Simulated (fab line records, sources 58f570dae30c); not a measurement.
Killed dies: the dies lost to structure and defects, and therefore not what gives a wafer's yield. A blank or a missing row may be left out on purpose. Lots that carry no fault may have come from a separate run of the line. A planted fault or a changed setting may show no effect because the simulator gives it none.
fab line records    flow berkeleyCmos170
record lots=5  wafers=23
route steps=331 shown V1@263 M2@272 V2@294 M3@319
startH: the number of hours between the record's first day and the start of the first shown wafer of the lot    waitH: how many hours have passed since the lot's step before this one    " identical to the entry in the row above    L1.1+2: a single row standing in for several wafers    - no value present, or no start provided    * or withheld: withheld    < > ~ a bound
route shown NAME@n: NAME is a module with steps in the file, n the number in the route of the first one    usual: mean/standard deviation of fault-free wafers    same: alike in all rows    chamber/n: place in a boat    sites: the reading at each site    _std_site: the standard deviation of these    _edge_site: the outer-site mean with the inner-site mean subtracted    radiusMm: how far each site lies from the wafer's centre    mask NAME#n: copy n    behind: the most recent tool/chamber to have shaped the wafer    hold: cause of the lot's hold/its duration in hours/its outcome    device: which transistor (n, p or np) failed to switch    end of line: the same wafers' tests at the end of the route    a step without rows: its recipe alone    killed: dies lost to structure and defects at the first sort, not the wafer's yield    map: per-die view of a wafer (x killed, . not killed, _ where there is no die)
set.NAME: setting as actually run; set.NAME@STEP: the setting as run at that earlier step    model.NAME: the simulator's own value behind a step, which no gauge read
one table per step and one row per wafer, for lots whose settings were changed on purpose
## steps
# step UCB170_V1_EXPOSE_09
# recipe maskId=VIA1  targetCdNm=700  na=0.5  sigmaOuter=0.6  sourceShape=conventional  doseMj=37
lot.wafer   tool           chamber  startH  waitH  mask    set.doseMj
L075.1+3+5  krfScanner-01  0        183.16  0.4    VIA1#0  37
L075.2+4    "              0        "       "      VIA1#0  35.11
L077.2+3+5  krfScanner-02  0        183.54  0.4    VIA1#0  39.19
L077.4+6    "              0        "       "      VIA1#0  37
L081.1+2+3  krfScanner-01  0        205.95  0.2    VIA1#0  37
L083.1+6    krfScanner-02  0        217.14  0.1    VIA1#0  38.07
L083.2+3+5  "              0        "       "      VIA1#0  37
L085.1+2+4  krfScanner-02  0        218.88  0.1    VIA1#0  37
L085.3+5    "              0        "       "      VIA1#0  35.94
# step UCB170_V1_PEB_10
# recipe pebTempC=130  pebTimeS=withheld  resist=KrF
# step UCB170_V1_DEVELOP_11
# recipe developer=TMAH  developTimeS=45  resist=KrF  devTempC=21
# step UCB170_V1_CD_MEAS_12
# recipe targetCdNm=700
# usual cdNm=700.2/1.4
lot.wafer  tool      chamber  startH  waitH  set.doseMj@V1_EXPOSE_09  cdNm
L075.1     cdSem-02  -        183.68  -      37                       701.8
L075.2     "         -        "       "      35.11                    692.7
L075.3     "         -        "       "      37                       702.5
L075.4     "         -        "       "      35.11                    692.8
L075.5     "         -        "       "      37                       703.2
L077.2     cdSem-02  -        183.99  -      39.19                    711.2
L077.3     "         -        "       "      39.19                    709.7
L077.4     "         -        "       "      37                       700.6
L077.5     "         -        "       "      39.19                    712.2
L077.6     "         -        "       "      37                       699.9
L081.1     cdSem-01  -        206.43  -      37                       700.7
L081.2     "         -        "       "      37                       700.9
L081.3     "         -        "       "      37                       699.0
L083.1     cdSem-01  -        217.53  -      38.07                    705.9
L083.2     "         -        "       "      37                       702.0
L083.3     "         -        "       "      37                       701.2
L083.5     "         -        "       "      37                       701.3
L083.6     "         -        "       "      38.07                    705.9
L085.1     cdSem-01  -        219.27  -      37                       700.3
L085.2     "         -        "       "      37                       699.7
L085.3     "         -        "       "      35.94                    695.3
L085.4     "         -        "       "      37                       700.8
L085.5     "         -        "       "      35.94                    694.6
# step UCB170_V1_ETCH_14
# recipe chemistry=CHF3/CF4/Ar  target=SiO2  stopOn=Al  CHF3_flow_sccm=45  cf4FlowSccm=15  Ar_flow_sccm=150  pressureMtorr=200  rfW=700  targetDepthA=12500  overEtchFrac=0.25  timeS=291
lot.wafer  tool        chamber  startH  waitH  set.doseMj@V1_EXPOSE_09  model.V1.cdNm
L075.1     rieDiel-02  1        183.84  0.0    37                       701.8
L075.2+4   "           0,3      "       "      35.11                    692.3
L075.3     "           2        "       "      37                       702.6
L075.5     "           0        "       "      37                       703
L077.2     rieDiel-01  3        184.13  0.0    39.19                    710.8
L077.3     "           0        "       "      39.19                    710.1
L077.4     "           1        "       "      37                       701.4
L077.5     "           1        "       "      39.19                    712.5
L077.6     "           0        "       "      37                       700.4
L081.1     rieDiel-02  1        206.59  0.0    37                       700.1
L081.2     "           0        "       "      37                       700.8
L081.3     "           2        "       "      37                       699.4
L083.1     rieDiel-02  1        217.69  0.0    38.07                    705.5
L083.2     "           3        "       "      37                       701.5
L083.3     "           2        "       "      37                       701.7
L083.5     "           3        "       "      37                       701.4
L083.6     "           2        "       "      38.07                    707.1
L085.1     rieDiel-01  0        219.42  0.0    37                       701.1
L085.2     "           3        "       "      37                       699.4
L085.3     "           1        "       "      35.94                    695.1
L085.4     "           2        "       "      37                       700.9
L085.5     "           0        "       "      35.94                    695
# step UCB170_V1_STRIP_15
# recipe chemistry=O2  powerW=400  pressureMtorr=3500  platenTempC=withheld  o2FlowSccm=400  overashFraction=0.5
# step UCB170_V1_CD_MEAS_90
# recipe targetCdNm=700
# usual cdNm=700.0/1.6
lot.wafer  tool      chamber  startH  waitH  set.doseMj@V1_EXPOSE_09  cdNm
L075.1     cdSem-01  -        184.12  0.1    37                       701.8
L075.2     "         -        "       "      35.11                    692.8
L075.3     "         -        "       "      37                       702.8
L075.4     "         -        "       "      35.11                    691.9
L075.5     "         -        "       "      37                       703.1
L077.2     cdSem-02  -        184.43  0.1    39.19                    711.2
L077.3     "         -        "       "      39.19                    710.1
L077.4     "         -        "       "      37                       701.3
L077.5     "         -        "       "      39.19                    712.3
L077.6     "         -        "       "      37                       700.5
L081.1     cdSem-02  -        206.87  0.1    37                       700.3
L081.2     "         -        "       "      37                       700.8
L081.3     "         -        "       "      37                       699.1
L083.1     cdSem-02  -        217.97  0.1    38.07                    705.1
L083.2     "         -        "       "      37                       701.9
L083.3     "         -        "       "      37                       701.5
L083.5     "         -        "       "      37                       701.4
L083.6     "         -        "       "      38.07                    707.0
L085.1     cdSem-01  -        219.70  0.1    37                       701.4
L085.2     "         -        "       "      37                       699.2
L085.3     "         -        "       "      35.94                    695.2
L085.4     "         -        "       "      37                       700.6
L085.5     "         -        "       "      35.94                    694.8
# step UCB170_M2_SPUTTER_01
# recipe material=Al  targetThkNm=900  timeS=120  powerW=6000  chamberPressurePa=0.5
lot.wafer  tool           chamber  startH  waitH  set.timeS  model.Al_of_M2_SPUTTER_01.thkNm
L075.1     pvdSputter-03  -        184.31  0.0    120        904.1
L075.2     "              -        "       "      112.9      851
L075.3     "              -        "       "      112.9      855.1
L075.4     "              -        "       "      112.9      856.9
L075.5     "              -        "       "      120        908.8
L077.2     pvdSputter-01  -        184.59  0.0    110.4      836.1
L077.3     "              -        "       "      120        906.7
L077.4     "              -        "       "      110.4      836.8
L077.5     "              -        "       "      120        904.8
L077.6     "              -        "       "      120        904.2
L081.1     pvdSputter-03  -        207.05  0.0    120        904.9
L081.2     "              -        "       "      120        903.1
L081.3     "              -        "       "      120        900
L083.1     pvdSputter-02  -        218.16  0.0    120        900
L083.2     "              -        "       "      113.4      853.6
L083.3     "              -        "       "      113.4      851
L083.5     "              -        "       "      120        897.7
L083.6     "              -        "       "      120        904.1
L085.1     pvdSputter-01  -        219.89  0.0    120        894.3
L085.2     "              -        "       "      106.9      802.8
L085.3     "              -        "       "      120        895.1
L085.4     "              -        "       "      106.9      803.9
L085.5     "              -        "       "      120        892.4
# step UCB170_M2_RS_MEAS_02
# recipe thkMeasGauge=four-point-probe  reads=Al_of_M2_SPUTTER_01
# usual M2_AL_RS=0.03206/0.00028
lot.wafer  tool          chamber  startH  waitH  set.timeS@M2_SPUTTER_01  M2_AL_RS[ohm/sq]
L075.1     filmMetro-04  -        184.39  0.0    120                      0.03189
L075.2     "             -        "       "      112.9                    0.03399
L075.3     "             -        "       "      112.9                    0.03386
L075.4     "             -        "       "      112.9                    0.03378
L075.5     "             -        "       "      120                      0.03186
L077.2     filmMetro-02  -        184.70  0.1    110.4                    0.03454
L077.3     "             -        "       "      120                      0.03192
L077.4     "             -        "       "      110.4                    0.03459
L077.5     "             -        "       "      120                      0.03195
L077.6     "             -        "       "      120                      0.03195
L081.1     filmMetro-02  -        207.14  0.0    120                      0.03201
L081.2     "             -        "       "      120                      0.03206
L081.3     "             -        "       "      120                      0.03219
L083.1     filmMetro-01  -        218.26  0.0    120                      0.03211
L083.2     "             -        "       "      113.4                    0.03391
L083.3     "             -        "       "      113.4                    0.03399
L083.5     "             -        "       "      120                      0.03223
L083.6     "             -        "       "      120                      0.03199
L085.1     filmMetro-02  -        219.97  0.0    120                      0.03231
L085.2     "             -        "       "      106.9                    0.03613
L085.3     "             -        "       "      120                      0.03229
L085.4     "             -        "       "      106.9                    0.03611
L085.5     "             -        "       "      120                      0.0325
# step UCB170_M2_THK_MEAS_03
# recipe thkMeasGauge=xrf  reads=Al_of_M2_SPUTTER_01
# usual M2_AL_THK=890/11
lot.wafer  tool          chamber  startH  waitH  set.timeS@M2_SPUTTER_01  M2_AL_THK[nm]
L075.1     filmMetro-04  -        184.51  0.1    120                      902
L075.2     "             -        "       "      112.9                    843
L075.3     "             -        "       "      112.9                    859
L075.4     "             -        "       "      112.9                    852
L075.5     "             -        "       "      120                      904
L077.2     filmMetro-02  -        184.81  0.1    110.4                    833
L077.3     "             -        "       "      120                      899
L077.4     "             -        "       "      110.4                    830
L077.5     "             -        "       "      120                      898
L077.6     "             -        "       "      120                      905
L081.1     filmMetro-02  -        207.26  0.1    120                      894
L081.2     "             -        "       "      120                      893
L081.3     "             -        "       "      120                      889
L083.1     filmMetro-01  -        218.38  0.1    120                      879
L083.2     "             -        "       "      113.4                    836
L083.3     "             -        "       "      113.4                    831
L083.5     "             -        "       "      120                      878
L083.6     "             -        "       "      120                      881
L085.1     filmMetro-02  -        220.09  0.1    120                      886
L085.2     "             -        "       "      106.9                    797
L085.3     "             -        "       "      120                      890
L085.4     "             -        "       "      106.9                    796
L085.5     "             -        "       "      120                      885
# step UCB170_M2_METAL_ETCH_18
# recipe chemistry=Cl2/BCl3  target=Al  stopOn=SiO2  pressureMtorr=12  targetDepthA=11700  overEtchFrac=0.3  timeS=195  icpW=600  biasW=120  Cl2_flow_sccm=90  bcl3FlowSccm=45
# usual oesProductAu=0.857/0.018
lot.wafer  tool         chamber  startH  waitH  set.overEtchFrac  set.timeS@M2_SPUTTER_01  oesProductAu  model.KrF_of_M2_COAT_10.thkNm
L075.1     rieMetal-04  0        187.07  -      0.3               120                      0.868         213.9
L075.2     "            1        "       "      0.3               112.9                    0.841         -
L075.3     "            1        "       "      0.3               112.9                    0.840         -
L075.4     "            0        "       "      0.3               112.9                    0.844         -
L075.5     "            1        "       "      0.3               120                      0.878         213
L077.2     rieMetal-01  0        187.46  -      0.266             110.4                    0.817         -
L077.3     "            0        "       "      0.3               120                      0.843         208.3
L077.4     "            1        "       "      0.3               110.4                    0.806         -
L077.5     "            1        "       "      0.266             120                      0.861         219.7
L077.6     "            0        "       "      0.266             120                      0.857         219.5
L081.1     rieMetal-04  0        209.08  -      0.3               120                      0.868         206.2
L081.2     "            1        "       "      0.3               120                      0.870         212.8
L081.3     "            0        "       "      0.3               120                      0.869         210.7
L083.1     rieMetal-01  0        220.24  -      0.3               120                      0.845         209.1
L083.2     "            1        "       "      0.3               113.4                    0.825         -
L083.3     "            0        "       "      0.3               113.4                    0.819         -
L083.5     "            1        "       "      0.3               120                      0.838         207.6
L083.6     "            0        "       "      0.3               120                      0.846         210.7
L085.1     rieMetal-04  0        222.11  -      0.3               120                      0.860         212.8
L085.2     "            1        "       "      0.3               106.9                    0.811         -
L085.3     "            1        "       "      0.3               120                      0.877         213.3
L085.4     "            0        "       "      0.3411            106.9                    0.802         -
L085.5     "            1        "       "      0.3411            120                      0.843         197.8
# step UCB170_V2_CMP_02
# recipe material=SiO2  downForcePsi=6  platenRpm=60  padVelocityMS=0.75398
lot.wafer   tool    chamber  startH  waitH  set.leaveAboveRefNm  model.SiO2_of_V2_CVD_00.thkNm
L075.1+4    cmp-02  1,0      187.69  0.1    940.4                941.3
L075.3      "       2        "       "      1000                 1001
L075.2      "       3        "       "      1000                 1000
L075.5      "       1        "       "      940.4                941
L077.2      cmp-02  3        188.14  0.1    1000                 1000
L077.3+4    "       0,1      "       "      1038                 1039
L077.6      "       2        "       "      1038                 1038
L077.5      "       3        "       "      1000                 1001
L081.2      cmp-01  0        209.71  0.0    1000                 998.8
L081.3+1    "       2,3      "       "      1000                 1000
L083.1+5    cmp-01  3        220.86  0.1    1023                 1024
L083.2+3+6  "       0,2,0    "       "      1000                 1001
L085.2      cmp-02  2        222.74  0.0    1000                 1001
L085.3      "       3        "       "      1000                 999.5
L085.4      "       0        "       "      1062                 1062
L085.1      "       1        "       "      1062                 1061
L085.5      "       2        "       "      1000                 1000
# step UCB170_V2_THK_MEAS_04
# recipe reads=SiO2_of_V2_CVD_00
# usual V2_POLISHED_THK=1000.3/1.1
lot.wafer  tool          chamber  startH  waitH  set.leaveAboveRefNm@V2_CMP_02  V2_POLISHED_THK[nm]
L075.1     filmMetro-03  -        188.11  0.1    940.4                          941.1
L075.2     "             -        "       "      1000                           1001.2
L075.3     "             -        "       "      1000                           1000.9
L075.4     "             -        "       "      940.4                          940.9
L075.5     "             -        "       "      940.4                          940.7
L077.2     filmMetro-03  -        188.52  0.1    1000                           1000.3
L077.3     "             -        "       "      1038                           1039.3
L077.4     "             -        "       "      1038                           1039.8
L077.5     "             -        "       "      1000                           1001.1
L077.6     "             -        "       "      1038                           1038.1
L081.1     filmMetro-02  -        210.13  0.1    1000                           1000.0
L081.2     "             -        "       "      1000                           998.8
L081.3     "             -        "       "      1000                           999.3
L083.1     filmMetro-03  -        221.28  0.1    1023                           1025.0
L083.2     "             -        "       "      1000                           1001.5
L083.3     "             -        "       "      1000                           1000.2
L083.5     "             -        "       "      1023                           1023.1
L083.6     "             -        "       "      1000                           1001.4
L085.1     filmMetro-01  -        223.16  0.1    1062                           1060.5
L085.2     "             -        "       "      1000                           1000.3
L085.3     "             -        "       "      1000                           999.3
L085.4     "             -        "       "      1062                           1062.2
L085.5     "             -        "       "      1000                           1001.5
# step UCB170_V2_ETCH_14
# recipe chemistry=CHF3/CF4/Ar  target=SiO2  stopOn=Al  CHF3_flow_sccm=45  cf4FlowSccm=15  Ar_flow_sccm=150  pressureMtorr=200  rfW=700  targetDepthA=12500  overEtchFrac=0.25  timeS=291
lot.wafer  tool        chamber  startH  waitH  set.timeS  set.leaveAboveRefNm@V2_CMP_02  model.KrF_of_V2_COAT_07.thkNm  model.V2.featureDepthNm
L075.1     rieDiel-03  0        189.95  0.0    291        940.4                          614.3                          941.4
L075.2     "           1        "       "      291        1000                           613                            1001
L075.3     "           2        "       "      291        1000                           610.9                          1001
L075.4     "           2        "       "      291        940.4                          609.7                          941.3
L075.5     "           1        "       "      291        940.4                          613.5                          941.1
L077.2     rieDiel-02  3        190.68  0.0    291        1000                           609.1                          1000
L077.3     "           2        "       "      291        1038                           608.3                          1039
L077.4     "           1        "       "      291        1038                           616.8                          1039
L077.5     "           1        "       "      291        1000                           611.2                          1001
L077.6     "           0        "       "      291        1038                           611.7                          1038
L081.1     rieDiel-03  2        211.36  0.0    291        1000                           610.1                          1000
L081.2     "           1        "       "      291        1000                           613.6                          998.9
L081.3     "           3        "       "      291        1000                           615.5                          1000
L083.1     rieDiel-02  1        222.53  0.0    303.4      1023                           600.7                          1025
L083.2     "           2        "       "      303.4      1000                           600.3                          1003
L083.3     "           0        "       "      303.4      1000                           601.3                          1002
L083.5     "           1        "       "      291        1023                           614.6                          1024
L083.6     "           0        "       "      291        1000                           612.9                          1001
L085.1     rieDiel-02  1        224.39  0.0    327.8      1062                           581.4                          1065
L085.2     "           0        "       "      291        1000                           616.7                          1001
L085.3     "           2        "       "      291        1000                           614.5                          999.5
L085.4     "           3        "       "      327.8      1062                           577.5                          1066
L085.5     "           1        "       "      327.8      1000                           583.1                          1004
# step UCB170_V2_STRIP_15
# recipe chemistry=O2  powerW=400  pressureMtorr=3500  platenTempC=withheld  o2FlowSccm=400  overashFraction=0.5
# usual stripTimeToEndpointS=15.35/0.076
lot.wafer  tool            chamber  startH  waitH  set.timeS@V2_ETCH_14  stripTimeToEndpointS
L075.1     plasmaAsher-03  1        190.13  0.1    291                   15.42
L075.2     "               0        "       "      291                   15.39
L075.3     "               1        "       "      291                   15.33
L075.4     "               0        "       "      291                   15.31
L075.5     "               0        "       "      291                   15.40
L077.2     plasmaAsher-03  0        190.86  0.1    291                   15.28
L077.3     "               1        "       "      291                   15.27
L077.4     "               0        "       "      291                   15.46
L077.5     "               0        "       "      291                   15.33
L077.6     "               1        "       "      291                   15.35
L081.1     plasmaAsher-04  1        211.54  0.1    291                   15.32
L081.2     "               0        "       "      291                   15.38
L081.3     "               0        "       "      291                   15.43
L083.1     plasmaAsher-04  1        222.71  0.1    303.4                 15.10
L083.2     "               0        "       "      303.4                 15.07
L083.3     "               0        "       "      303.4                 15.10
L083.5     "               0        "       "      291                   15.42
L083.6     "               1        "       "      291                   15.39
L085.1     plasmaAsher-03  0        224.57  0.1    327.8                 14.63
L085.2     "               1        "       "      291                   15.48
L085.3     "               1        "       "      291                   15.42
L085.4     "               0        "       "      327.8                 14.54
L085.5     "               0        "       "      327.8                 14.68
# step UCB170_M3_COAT_10
# recipe resist=KrF  spinRpm=1500  resistThkNm=900
lot.wafer  tool           chamber  startH  waitH  set.spinRpm  model.KrF_of_M3_COAT_10.thkNm
L075.1     lithoTrack-02  0        -       -      1500         897.6
L075.2     "              0        "       "      1500         900.8
L075.3     "              0        "       "      1500         900.5
L075.4     "              0        "       "      1551         885.9
L075.5     "              0        "       "      1551         885.8
L077.2     lithoTrack-03  0        -       -      1500         893.9
L077.3     "              0        "       "      1500         899.5
L077.4     "              0        "       "      1436         917.8
L077.5     "              0        "       "      1436         920.3
L077.6     "              0        "       "      1436         920
L081.1     lithoTrack-01  0        -       -      1500         900.2
L081.2     "              0        "       "      1500         899.4
L081.3     "              0        "       "      1500         898.8
L083.1     lithoTrack-01  0        -       -      1575         875.7
L083.2     "              0        "       "      1500         896.1
L083.3     "              0        "       "      1575         872.4
L083.5     "              0        "       "      1575         872.6
L083.6     "              0        "       "      1500         899.1
L085.1     lithoTrack-02  0        -       -      1500         907.2
L085.2     "              0        "       "      1551         891.3
L085.3     "              0        "       "      1500         906.6
L085.4     "              0        "       "      1551         889.6
L085.5     "              0        "       "      1551         890.8
## key
split step=UCB170_V1_EXPOSE_09  setting=doseMj  stated=37  by=wafer
response step=UCB170_V1_CD_MEAS_12  reading=cdNm  change=+1.82  per=1%  r=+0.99
response step=UCB170_V1_ETCH_14  reading=model.V1.cdNm  change=+1.82  per=1%  r=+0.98
response step=UCB170_V1_CD_MEAS_90  reading=cdNm  change=+1.82  per=1%  r=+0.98
split step=UCB170_M2_SPUTTER_01  setting=timeS  stated=120  by=wafer
response step=UCB170_M2_SPUTTER_01  reading=model.Al_of_M2_SPUTTER_01.thkNm  change=+8.5  per=1%  r=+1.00
response step=UCB170_M2_RS_MEAS_02  reading=M2_AL_RS  change=-0.000338  per=1%  r=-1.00
response step=UCB170_M2_THK_MEAS_03  reading=M2_AL_THK  change=+8.47  per=1%  r=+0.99
response step=UCB170_M2_METAL_ETCH_18  reading=oesProductAu  change=+0.00491  per=1%  r=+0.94
split step=UCB170_M2_METAL_ETCH_18  setting=overEtchFrac  stated=0.3  by=wafer
response step=UCB170_M2_METAL_ETCH_18  reading=model.KrF_of_M2_COAT_10.thkNm  change=-1.07  per=1%  r=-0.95
split step=UCB170_V2_CMP_02  setting=leaveAboveRefNm  stated=1000  by=wafer
response step=UCB170_V2_CMP_02  reading=model.SiO2_of_V2_CVD_00.thkNm  change=+9.96  per=1%  r=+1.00
response step=UCB170_V2_THK_MEAS_04  reading=V2_POLISHED_THK  change=+9.98  per=1%  r=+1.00
response step=UCB170_V2_ETCH_14  reading=model.V2.featureDepthNm  change=+10.1  per=1%  r=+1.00
split step=UCB170_V2_ETCH_14  setting=timeS  stated=291  by=wafer
response step=UCB170_V2_ETCH_14  reading=model.KrF_of_V2_COAT_07.thkNm  change=-2.79  per=1%  r=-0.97
response step=UCB170_V2_STRIP_15  reading=stripTimeToEndpointS  change=*  per=1%  r=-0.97
split step=UCB170_M3_COAT_10  setting=spinRpm  stated=1500  by=wafer
response step=UCB170_M3_COAT_10  reading=model.KrF_of_M3_COAT_10.thkNm  change=-4.81  per=1%  r=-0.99
